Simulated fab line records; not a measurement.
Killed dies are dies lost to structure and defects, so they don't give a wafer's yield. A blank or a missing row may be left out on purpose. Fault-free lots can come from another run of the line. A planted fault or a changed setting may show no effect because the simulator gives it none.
fab line records | flow ritCmos
record lots=15 wafers=45 lastDay=7
route steps=202 shown SILICIDE@163 CONTACT@176 M1@188
lots untouched by any fault: they come from a run of this same line in which no faults occurred
startH: hours from the record's first day to the start of the lot's first wafer shown | waitH: time in hours since the lot's previous step | " the same as in the row above | L1.1+2: a single row standing in for several wafers | - either no value or no given start | * or withheld: withheld | < > ~ a bound
route shown NAME@n: names a module that has steps shown in the file, with the first one's number in the route | usual: average and standard deviation across the fault-free wafers | same: alike in all rows | chamber/n: place in a boat | sites: the reading at each site | _std_site: standard deviation of those values | _edge_site: outer sites' mean less inner sites' | radiusMm: how far each site lies from the wafer's centre | mask NAME#n: copy n | behind: tool/chamber where the wafer was last shaped | hold: what put the lot on hold/how long, in hours/how the hold closed | device: the n, p or np transistor that did not switch | end of line: at the end of the route, the tests of the same wafers | step lacking rows: just its recipe | killed: at the first sort, the dies lost to defects and structure; wafer yield is something else | map: shows each die of a wafer: x if killed, . if not, _ if none is there
set.NAME: setting as actually run; set.NAME@STEP: the setting as run at that earlier step | model.NAME: the simulator's own value behind a step, which no gauge read
a sample of lots followed through the steps of the route, with each step as a table and each wafer as a row
## steps
# step RIT_SILICIDE_RS_MEAS_02
# recipe thkMeasGauge=four-point-probe reads=Ti_of_SILICIDE_SPUTTER_01
# usual SILICIDE_TI_RS=48.0/0.69
# columns lot.wafer tool chamber startH waitH SILICIDE_TI_RS[ohm/sq]
L526.2 filmMetro-04 - 60.59 0.1 47.6
L526.5 " - " " 47.2
L526.6 " - " " 48.1
L527.1 filmMetro-04 - 65.90 0.1 47.3
L527.2 " - " " 48.0
L527.4 " - " " 47.9
L528.1 filmMetro-01 - 66.02 0.1 48.4
L528.2 " - " " 48.6
L528.3 " - " " 48.1
L529.2 filmMetro-01 - 73.76 0.1 48.9
L529.3 " - " " 49.2
L529.5 " - " " 49.2
L530.1 filmMetro-01 - 77.14 0.1 48.3
L530.2 " - " " 47.5
L530.5 " - " " 47.8
L531.2 filmMetro-01 - 81.13 0.1 47.9
L531.4 " - " " 48.7
L531.6 " - " " 48.4
L532.3 filmMetro-04 - 83.90 0.1 49.0
L532.4 " - " " 48.7
L532.5 " - " " 48.3
L536.3 filmMetro-03 - 113.28 0.1 47.5
L536.4 " - " " 47.8
L536.5 " - " " 47.9
L539.1 filmMetro-01 - 133.17 0.1 48.3
L539.2 " - " " 48.3
L539.3 " - " " 48.1
L541.1 filmMetro-01 - 136.53 0.1 46.7
L541.3 " - " " 47.2
L541.4 " - " " 46.9
L542.2 filmMetro-01 - 143.95 0.1 48.4
L542.4 " - " " 48.6
L542.6 " - " " 48.1
L543.3 filmMetro-03 - 151.44 0.1 47.6
L543.4 " - " " 48.0
L543.6 " - " " 48.3
L546.2 filmMetro-01 - 156.44 0.1 48.2
L546.3 " - " " 48.0
L546.5 " - " " 48.4
L545.1 filmMetro-03 - 156.59 0.1 48.5
L545.3 " - " " 48.3
L545.5 " - " " 49.1
L549.1 filmMetro-01 - 171.47 0.1 47.8
L549.2 " - " " 47.8
L549.5 " - " " 47.9
# step RIT_CONTACT_CD_MEAS_08
# recipe targetCdNm=1000
# usual cdNm=1000.3/2
# columns lot.wafer tool chamber startH waitH cdNm
L526.2 cdSem-02 - 62.03 - 998.2
L526.5 " - " " 997.4
L526.6 " - " " 998.1
L527.1 cdSem-01 - 67.46 - 1002.0
L527.2 " - " " 1000.3
L527.4 " - " " 1002.4
L528.1 cdSem-02 - 67.58 - 998.4
L528.2 " - " " 998.0
L528.3 " - " " 999.0
L529.2 cdSem-02 - 75.32 - 1000.3
L529.3 " - " " 997.3
L529.5 " - " " 998.4
L530.1 cdSem-01 - 78.61 - 1001.3
L530.2 " - " " 999.3
L530.5 " - " " 1000.3
L531.2 cdSem-02 - 82.69 - 998.4
L531.4 " - " " 999.8
L531.6 " - " " 998.6
L532.3 cdSem-01 - 85.51 - 1000.4
L532.4 " - " " 1000.7
L532.5 " - " " 1001.6
L536.3 cdSem-02 - 114.84 - 998.0
L536.4 " - " " 997.1
L536.5 " - " " 999.9
L539.1 cdSem-01 - 134.93 - 1000.3
L539.2 " - " " 998.1
L539.3 " - " " 999.8
L541.1 cdSem-01 - 138.09 - 1001.9
L541.3 " - " " 1001.5
L541.4 " - " " 1001.9
L542.2 cdSem-01 - 145.54 - 1001.0
L542.4 " - " " 999.0
L542.6 " - " " 998.6
L543.3 cdSem-01 - 153.00 - 1001.3
L543.4 " - " " 1001.4
L543.6 " - " " 1001.7
L546.2 cdSem-02 - 158.00 - 1002.6
L546.3 " - " " 1002.1
L546.5 " - " " 1001.7
L545.1 cdSem-01 - 158.23 - 1001.5
L545.3 " - " " 1000.7
L545.5 " - " " 1001.3
L549.1 cdSem-01 - 173.07 - 1001.4
L549.2 " - " " 1002.4
L549.5 " - " " 1000.3
# step RIT_M1_COAT_04
# recipe resist=NOVOLAK spinRpm=2000 resistThkNm=1300
# usual spinSpeedRpm=2000.3/1.3
# columns lot.wafer tool chamber startH waitH spinSpeedRpm
L526.2 lithoTrack-01 0 63.80 0.1 2000.4
L526.5 " 0 " " 2002.4
L526.6 " 0 " " 2001.9
L527.1 lithoTrack-01 0 69.23 0.1 2000.4
L527.2 " 0 " " 2001.0
L527.4 " 0 " " 2001.7
L528.1 lithoTrack-03 0 69.38 0.1 1999.2
L528.2 " 0 " " 1999.1
L528.3 " 0 " " 2000.4
L529.2 lithoTrack-01 0 77.09 0.1 1998.3
L529.3 " 0 " " 1998.9
L529.5 " 0 " " 2000.2
L530.1 lithoTrack-02 0 80.59 0.1 1996.3
L530.2 " 0 " " 2000.0
L530.5 " 0 " " 2000.7
L531.2 lithoTrack-01 0 84.46 0.1 2001.5
L531.4 " 0 " " 2002.5
L531.6 " 0 " " 2002.1
L532.3 lithoTrack-01 0 87.42 0.1 1999.4
L532.4 " 0 " " 1999.0
L532.5 " 0 " " 2001.4
L536.3 lithoTrack-01 0 116.64 0.1 2000.5
L536.4 " 0 " " 2000.5
L536.5 " 0 " " 2000.5
L539.1 lithoTrack-02 0 136.70 0.1 2000.3
L539.2 " 0 " " 1999.0
L539.3 " 0 " " 2000.8
L541.1 lithoTrack-03 0 139.92 0.1 2000.6
L541.3 " 0 " " 1998.7
L541.4 " 0 " " 2000.1
L542.2 lithoTrack-03 0 147.59 0.1 2001.1
L542.4 " 0 " " 2000.3
L542.6 " 0 " " 1998.9
L543.3 lithoTrack-02 0 155.07 0.1 2000.8
L543.4 " 0 " " 2000.9
L543.6 " 0 " " 1999.8
L546.2 lithoTrack-03 0 159.77 0.1 1999.6
L546.3 " 0 " " 2001.5
L546.5 " 0 " " 2001.0
L545.1 lithoTrack-02 0 160.00 0.1 1997.8
L545.3 " 0 " " 1998.7
L545.5 " 0 " " 1998.4
L549.1 lithoTrack-03 0 174.96 0.1 2001.5
L549.2 " 0 " " 2000.8
L549.5 " 0 " " 2000.0
# step RIT_M1_CD_MEAS_09
# recipe targetCdNm=2600
# usual cdNm=2600.0/2.1
# columns lot.wafer tool chamber startH waitH cdNm
L526.2 cdSem-01 - 64.69 - 2600.5
L526.5 " - " " 2601.6
L526.6 " - " " 2602.1
L527.1 cdSem-02 - 69.99 - 2600.8
L527.2 " - " " 2602.0
L527.4 " - " " 2602.0
L528.1 cdSem-02 - 70.56 - 2600.9
L528.2 " - " " 2602.0
L528.3 " - " " 2600.1
L529.2 cdSem-02 - 77.82 - 2601.8
L529.3 " - " " 2603.3
L529.5 " - " " 2601.9
L530.1 cdSem-02 - 81.32 - 2597.5
L530.2 " - " " 2598.3
L530.5 " - " " 2597.0
L531.2 cdSem-02 - 85.19 - 2533.0
L531.4 " - " " 2531.7
L531.6 " - " " 2534.7
L532.3 cdSem-02 - 88.14 - 2545.2
L532.4 " - " " 2544.1
L532.5 " - " " 2543.3
L536.3 cdSem-02 - 117.36 - 2530.1
L536.4 " - " " 2529.3
L536.5 " - " " 2529.9
L539.1 cdSem-02 - 137.60 - 2601.9
L539.2 " - " " 2602.2
L539.3 " - " " 2603.3
L541.1 cdSem-01 - 140.84 - 2599.5
L541.3 " - " " 2599.4
L541.4 " - " " 2601.5
L542.2 cdSem-01 - 148.49 - 2597.5
L542.4 " - " " 2597.6
L542.6 " - " " 2600.1
L543.3 cdSem-02 - 155.79 - 2595.0
L543.4 " - " " 2597.1
L543.6 " - " " 2593.7
L546.2 cdSem-01 - 160.62 - 2602.6
L546.3 " - " " 2601.1
L546.5 " - " " 2600.3
L545.1 cdSem-02 - 160.85 - 2601.6
L545.3 " - " " 2602.5
L545.5 " - " " 2601.6
L549.1 cdSem-01 - 175.69 - 2598.7
L549.2 " - " " 2597.8
L549.5 " - " " 2597.8
# step RIT_M1_BOW_MEAS_16
# recipe mode=bow
# usual M1_BOW=17/6.4
# columns lot.wafer tool chamber startH waitH M1_BOW[um]
L526.2 filmMetro-03 - 67.23 0.0 17
L526.5 " - " " 18
L526.6 " - " " 20
L527.1 filmMetro-03 - 72.69 0.0 19
L527.2 " - " " 12
L527.4 " - " " 29
L528.1 filmMetro-04 - 74.19 0.0 6
L528.2 " - " " 26
L528.3 " - " " 11
L529.2 filmMetro-04 - 80.36 0.0 28
L529.3 " - " " 16
L529.5 " - " " 8
L530.1 filmMetro-03 - 83.86 0.0 22
L530.2 " - " " 19
L530.5 " - " " 7
L531.2 filmMetro-04 - 88.00 0.0 17
L531.4 " - " " 8
L531.6 " - " " 17
L532.3 filmMetro-04 - 90.68 0.0 13
L532.4 " - " " 15
L532.5 " - " " 26
L536.3 filmMetro-03 - 119.91 0.0 18
L536.4 " - " " 7
L536.5 " - " " 9
L539.1 filmMetro-02 - 140.14 0.0 24
L539.2 " - " " 17
L539.3 " - " " 12
L541.1 filmMetro-04 - 143.38 0.0 13
L541.3 " - " " 9
L541.4 " - " " 21
L542.2 filmMetro-03 - 151.12 0.0 16
L542.4 " - " " 20
L542.6 " - " " 13
L543.3 filmMetro-03 - 158.33 0.0 29
L543.4 " - " " 21
L543.6 " - " " 8
L546.2 filmMetro-03 - 163.17 0.0 35
L546.3 " - " " 18
L546.5 " - " " 21
L545.1 filmMetro-04 - 164.65 0.0 10
L545.3 " - " " 22
L545.5 " - " " 20
L549.1 filmMetro-03 - 178.24 0.0 14
L549.2 " - " " 9
L549.5 " - " " 26
# step RIT_M1_PROBE_99
# usual defectLimitedYield=97.3/1.2 killed_at_M0_to_M3=0.0/0.12 killedAtContacts=0.1/0.25 killedAtFrontEnd=7/3.2 killedDies=7/3.2 killedOpen=3.5/2.2 killedShort=3.6/2.1 sort_bin_3_pad_short=0.1/0.22 sort_bin_5_function=1.5/0.87 sort_bin_6_memory=1.1/0.65 sortNPass=257/3.2 sortYieldPct=97.3/1.2
# same grossDies=264 killed_at_M4_up=0 killedAtBackSide=0 killedAtOther=0
# columns lot.wafer tool chamber startH waitH defectLimitedYield[%] killed_at_M0_to_M3 killedAtContacts killedAtFrontEnd killedDies killedOpen killedShort sort_bin_3_pad_short[%] sort_bin_5_function[%] sort_bin_6_memory[%] sortNPass sortYieldPct[%]
L526.2 prober-02 - 67.38 0.1 97.7 0 0 6 6 6 0 0 1.9 0.4 258 97.7
L526.5 prober-02 - 67.53 0.2 96.2 0 0 10 10 1 9 0 1.9 1.9 254 96.2
L526.6 prober-02 - 67.58 0.2 97.7 0 0 6 6 3 3 0 1.1 1.1 258 97.7
L527.1 prober-01 - 72.81 0.1 99.2 0 0 2 2 2 0 0 0.4 0.4 262 99.2
L527.2 prober-01 - 72.86 0.1 99.2 0 0 2 2 1 1 0.4 0 0.4 262 99.2
L527.4 prober-01 - 72.96 0.2 96.2 0 0 10 10 5 5 0 3.0 0.8 254 96.2
L528.1 prober-02 - 74.31 0.1 99.6 0 0 1 1 0 1 0 0.4 0 263 99.6
L528.2 prober-02 - 74.36 0.1 96.2 0 0 10 10 4 6 0.4 1.9 1.5 254 96.2
L528.3 prober-02 - 74.41 0.2 97.7 0 0 6 6 1 5 0 1.1 1.1 258 97.7
L529.2 prober-01 - 80.51 0.1 96.6 0 0 9 9 4 5 0 2.3 1.1 255 96.6
L529.3 prober-01 - 80.56 0.2 98.1 0 0 5 5 4 1 0.4 1.1 0.4 259 98.1
L529.5 prober-01 - 80.66 0.2 97.0 0 0 8 8 7 1 0 2.7 0.4 256 97.0
L530.1 prober-02 - 83.98 0.1 97.3 0 0 7 7 4 3 0 0.4 2.3 257 97.3
L530.2 prober-02 - 84.03 0.1 97.7 0 0 6 6 3 3 0.4 1.1 0.8 258 97.7
L530.5 prober-02 - 84.18 0.2 96.6 0 0 9 9 6 3 0 2.3 1.1 255 96.6
L531.2 prober-01 - 88.15 0.1 97.3 0 0 7 7 3 4 0 1.5 1.1 257 97.3
L531.4 prober-01 - 88.25 0.2 97.0 0 0 8 8 3 5 0 1.9 1.1 256 97.0
L531.6 prober-01 - 88.35 0.2 97.7 0 0 6 6 4 2 0 1.5 0.8 258 97.7
L532.3 prober-02 - 90.86 0.2 97.7 0 1 5 6 2 4 0 1.1 1.1 258 97.7
L532.4 prober-02 - 90.91 0.2 95.1 0 0 13 13 9 4 0 3.0 1.9 251 95.1
L532.5 prober-02 - 90.96 0.2 97.0 0 0 8 8 6 2 0.4 1.1 1.5 256 97.0
L536.3 prober-02 - 120.09 0.2 98.5 1 0 3 4 2 2 0 1.5 0 260 98.5
L536.4 prober-02 - 120.14 0.2 99.2 0 0 2 2 1 1 0 0.8 0 262 99.2
L536.5 prober-02 - 120.19 0.2 98.5 0 0 4 4 3 1 0 0.8 0.8 260 98.5
L539.1 prober-01 - 140.26 0.1 98.9 0 0 3 3 2 1 0 0 1.1 261 98.9
L539.2 prober-01 - 140.31 0.1 98.9 0 0 3 3 2 1 0 0 1.1 261 98.9
L539.3 prober-01 - 140.36 0.2 97.7 0 0 6 6 5 1 0 1.1 1.1 258 97.7
L541.1 prober-01 - 143.50 0.1 97.3 0 0 7 7 4 3 0 1.1 1.5 257 97.3
L541.3 prober-01 - 143.60 0.2 97.0 0 0 8 8 3 5 0 2.3 0.8 256 97.0
L541.4 prober-01 - 143.65 0.2 96.6 0 0 9 9 5 4 0 2.3 1.1 255 96.6
L542.2 prober-02 - 151.27 0.1 97.0 0 0 8 8 6 2 0.4 1.9 0.8 256 97.0
L542.4 prober-02 - 151.37 0.2 93.9 0 0 16 16 8 8 0.4 3.8 1.9 248 93.9
L542.6 prober-02 - 151.47 0.2 95.8 0 0 11 11 4 7 0 3.4 0.8 253 95.8
L543.3 prober-01 - 158.51 0.2 98.1 0 0 5 5 2 3 0.4 1.1 0.4 259 98.1
L543.4 prober-01 - 158.56 0.2 97.7 0 0 6 6 2 4 0.4 0.8 1.1 258 97.7
L543.6 prober-01 - 158.66 0.2 98.5 0 1 3 4 1 3 0 1.5 0 260 98.5
L546.2 prober-01 - 163.32 0.1 94.7 0 0 14 14 7 7 0.4 2.7 2.3 250 94.7
L546.3 prober-01 - 163.37 0.2 96.2 0 0 10 10 3 7 0.4 2.3 1.1 254 96.2
L546.5 prober-01 - 163.47 0.2 97.0 0 0 8 8 6 2 0.8 1.1 1.1 256 97.0
L545.1 prober-02 - 164.77 0.1 97.7 0 0 6 6 3 3 0 1.1 1.1 258 97.7
L545.3 prober-02 - 164.87 0.2 98.1 0 0 5 5 2 3 0 0.8 1.1 259 98.1
L545.5 prober-02 - 164.97 0.2 98.9 0 0 3 3 0 3 0 0.8 0.4 261 98.9
L549.1 prober-01 - 178.36 0.1 97.0 0 0 8 8 0 8 0 2.3 0.8 256 97.0
L549.2 prober-01 - 178.41 0.1 97.3 0 0 7 7 7 0 0 1.9 0.8 257 97.3
L549.5 prober-01 - 178.56 0.2 97.0 0 0 8 8 2 6 0 1.5 1.5 256 97.0
# killed by level:class
L526.2 FOX1:geometricParticle:open=3 GATE:geometricParticle:open=2 FOX2:geometricParticle:open=1
L526.5 GATE:geometricParticle:short=6 SPACER:geometricParticle:short=2 REOX:geometricParticle:short=1 REOX:geometricParticle:open=1
L526.6 GATE:geometricParticle:open=2 GATE:geometricParticle:short=2 SPACER:geometricParticle:open=1 SPACER:geometricParticle:short=1
L527.1 FOX2:geometricParticle:open=1 SILICIDE:geometricParticle:open=1
L527.2 FOX1:geometricParticle:open=1 GATE:geometricParticle:short=1
L527.4 GATE:geometricParticle:short=3 SILICIDE:geometricParticle:open=3 FOX1:geometricParticle:short=1 FOX2:geometricParticle:open=1 GATE:geometricParticle:open=1 SILICIDE:geometricParticle:short=1
L528.1 GATE:geometricParticle:short=1
L528.2 GATE:geometricParticle:short=5 SPACER:geometricParticle:open=2 FOX2:geometricParticle:open=1 GATE:geometricParticle:open=1 REOX:geometricParticle:short=1
L528.3 SPACER:geometricParticle:short=3 GATE:geometricParticle:short=1 REOX:geometricParticle:short=1 SPACER:geometricParticle:open=1
L529.2 FOX1:geometricParticle:short=2 GATE:geometricParticle:short=2 FOX1:geometricParticle:open=1 FOX2:geometricParticle:open=1 GATE:geometricParticle:open=1 SPACER:geometricParticle:short=1 SILICIDE:geometricParticle:open=1
L529.3 GATE:geometricParticle:open=3 FOX1:geometricParticle:short=1 REOX:geometricParticle:open=1
L529.5 FOX1:geometricParticle:open=4 FOX1:geometricParticle:short=1 FOX2:geometricParticle:open=1 GATE:geometricParticle:open=1 SILICIDE:geometricParticle:open=1
L530.1 FOX1:geometricParticle:short=2 FOX1:geometricParticle:open=2 GATE:geometricParticle:open=2 GATE:geometricParticle:short=1
L530.2 FOX1:geometricParticle:short=2 GATE:geometricParticle:open=1 GATE:geometricParticle:short=1 REOX:geometricParticle:open=1 SPACER:geometricParticle:open=1
L530.5 GATE:geometricParticle:open=5 GATE:geometricParticle:short=2 FOX1:geometricParticle:short=1 FOX1:geometricParticle:open=1
L531.2 FOX1:geometricParticle:short=2 FOX1:geometricParticle:open=1 GATE:geometricParticle:open=1 GATE:geometricParticle:short=1 SILICIDE:geometricParticle:open=1 SILICIDE:geometricParticle:short=1
L531.4 REOX:geometricParticle:open=2 SPACER:geometricParticle:short=2 FOX1:geometricParticle:short=1 REOX:geometricParticle:short=1 SPACER:geometricParticle:open=1 SILICIDE:geometricParticle:short=1
L531.6 GATE:geometricParticle:short=2 GATE:geometricParticle:open=2 SPACER:geometricParticle:open=2
L532.3 GATE:geometricParticle:short=2 REOX:geometricParticle:open=2 REOX:geometricParticle:short=1 CONTACT:geometricParticle:short=1
L532.4 GATE:geometricParticle:open=7 FOX2:geometricParticle:open=2 GATE:geometricParticle:short=2 FOX1:geometricParticle:short=1 FOX2:geometricParticle:short=1
L532.5 GATE:geometricParticle:open=4 FOX2:geometricParticle:open=2 SILICIDE:geometricParticle:short=2
L536.3 FOX2:geometricParticle:open=2 REOX:geometricParticle:short=1 M1:geometricParticle:short=1
L536.4 FOX1:geometricParticle:short=1 SILICIDE:geometricParticle:open=1
L536.5 GATE:geometricParticle:open=2 ACTIVE:geometricParticle:short=1 SILICIDE:geometricParticle:open=1
L539.1 FOX2:geometricParticle:short=1 REOX:geometricParticle:open=1 SILICIDE:geometricParticle:open=1
L539.2 GATE:geometricParticle:open=2 FOX1:geometricParticle:short=1
L539.3 REOX:geometricParticle:open=2 FOX1:geometricParticle:open=1 GATE:geometricParticle:short=1 GATE:geometricParticle:open=1 SILICIDE:geometricParticle:open=1
L541.1 GATE:geometricParticle:open=3 FOX1:geometricParticle:short=1 FOX2:geometricParticle:short=1 GATE:geometricParticle:short=1 SPACER:geometricParticle:open=1
L541.3 FOX1:geometricParticle:open=2 SPACER:geometricParticle:short=2 SILICIDE:geometricParticle:short=2 REOX:geometricParticle:short=1 REOX:geometricParticle:open=1
L541.4 FOX2:geometricParticle:short=2 REOX:geometricParticle:open=2 SILICIDE:geometricParticle:open=2 FOX1:geometricParticle:short=1 FOX1:geometricParticle:open=1 REOX:geometricParticle:short=1
L542.2 GATE:geometricParticle:open=4 FOX2:geometricParticle:open=2 SPACER:geometricParticle:short=1 GATE:geometricParticle:short=1
L542.4 GATE:geometricParticle:short=5 SPACER:geometricParticle:short=3 FOX1:geometricParticle:open=2 GATE:geometricParticle:open=2 SPACER:geometricParticle:open=2 REOX:geometricParticle:open=1 SILICIDE:geometricParticle:open=1
L542.6 GATE:geometricParticle:short=3 GATE:geometricParticle:open=3 REOX:geometricParticle:short=3 FOX1:geometricParticle:open=1 SILICIDE:geometricParticle:short=1
L543.3 ACTIVE:geometricParticle:short=1 GATE:geometricParticle:open=1 SPACER:geometricParticle:open=1 SPACER:geometricParticle:short=1 SILICIDE:geometricParticle:short=1
L543.4 GATE:geometricParticle:short=2 GATE:geometricParticle:open=1 REOX:geometricParticle:short=1 SPACER:geometricParticle:short=1 SPACER:geometricParticle:open=1
L543.6 FOX2:geometricParticle:short=1 GATE:geometricParticle:open=1 SPACER:geometricParticle:short=1 CONTACT:geometricParticle:short=1
L546.2 GATE:geometricParticle:open=5 GATE:geometricParticle:short=4 SILICIDE:geometricParticle:short=2 FOX1:geometricParticle:open=1 REOX:geometricParticle:open=1 REOX:geometricParticle:short=1
L546.3 GATE:geometricParticle:short=4 GATE:geometricParticle:open=2 FOX1:geometricParticle:short=1 FOX2:geometricParticle:short=1 SPACER:geometricParticle:short=1 SILICIDE:geometricParticle:open=1
L546.5 GATE:geometricParticle:open=3 SPACER:geometricParticle:open=1 REOX:geometricParticle:short=1 REOX:geometricParticle:open=1 SPACER:geometricParticle:short=1 SILICIDE:geometricParticle:open=1
L545.1 FOX1:geometricParticle:open=2 GATE:geometricParticle:short=2 GATE:geometricParticle:open=1 SILICIDE:geometricParticle:short=1
L545.3 GATE:geometricParticle:short=2 FOX1:geometricParticle:open=1 SILICIDE:geometricParticle:open=1 SILICIDE:geometricParticle:short=1
L545.5 FOX1:geometricParticle:short=2 REOX:geometricParticle:short=1
L549.1 GATE:geometricParticle:short=3 REOX:geometricParticle:short=2 FOX1:geometricParticle:short=1 SPACER:geometricParticle:short=1 SILICIDE:geometricParticle:short=1
L549.2 FOX1:geometricParticle:open=3 REOX:geometricParticle:open=3 GATE:geometricParticle:open=1
L549.5 FOX2:geometricParticle:short=2 ACTIVE:geometricParticle:short=1 FOX1:geometricParticle:open=1 FOX1:geometricParticle:short=1 REOX:geometricParticle:open=1 GATE:geometricParticle:short=1 REOX:geometricParticle:short=1
## key
firstSign step=RIT_M1_CD_MEAS_09 reading=cdNm direction=down sigmas=30 usual=2600.0 struck=2535.7 through=controlLoop
effect none on later readings
metAt RIT_M1_COAT_04
struckLots L531,L532,L536
loopTrim step=RIT_M1_EXPOSE_06 setting=dose lots=L532
notActingAt RIT_SILICIDE_RS_MEAS_02,RIT_CONTACT_CD_MEAS_08,RIT_M1_BOW_MEAS_16
onsetBetween 77.09 84.46
fault kind=processParameterDrift tool=lithoTrack-01 chamber=- onsetH=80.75 steps=RIT_M1_COAT_04 channel=resistThkNm offset=-585 shape=step endH=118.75 actsIn=theseRecipesOnly stated=1300
# loopTrim: a control loop set the setting to another value than it would have without faults
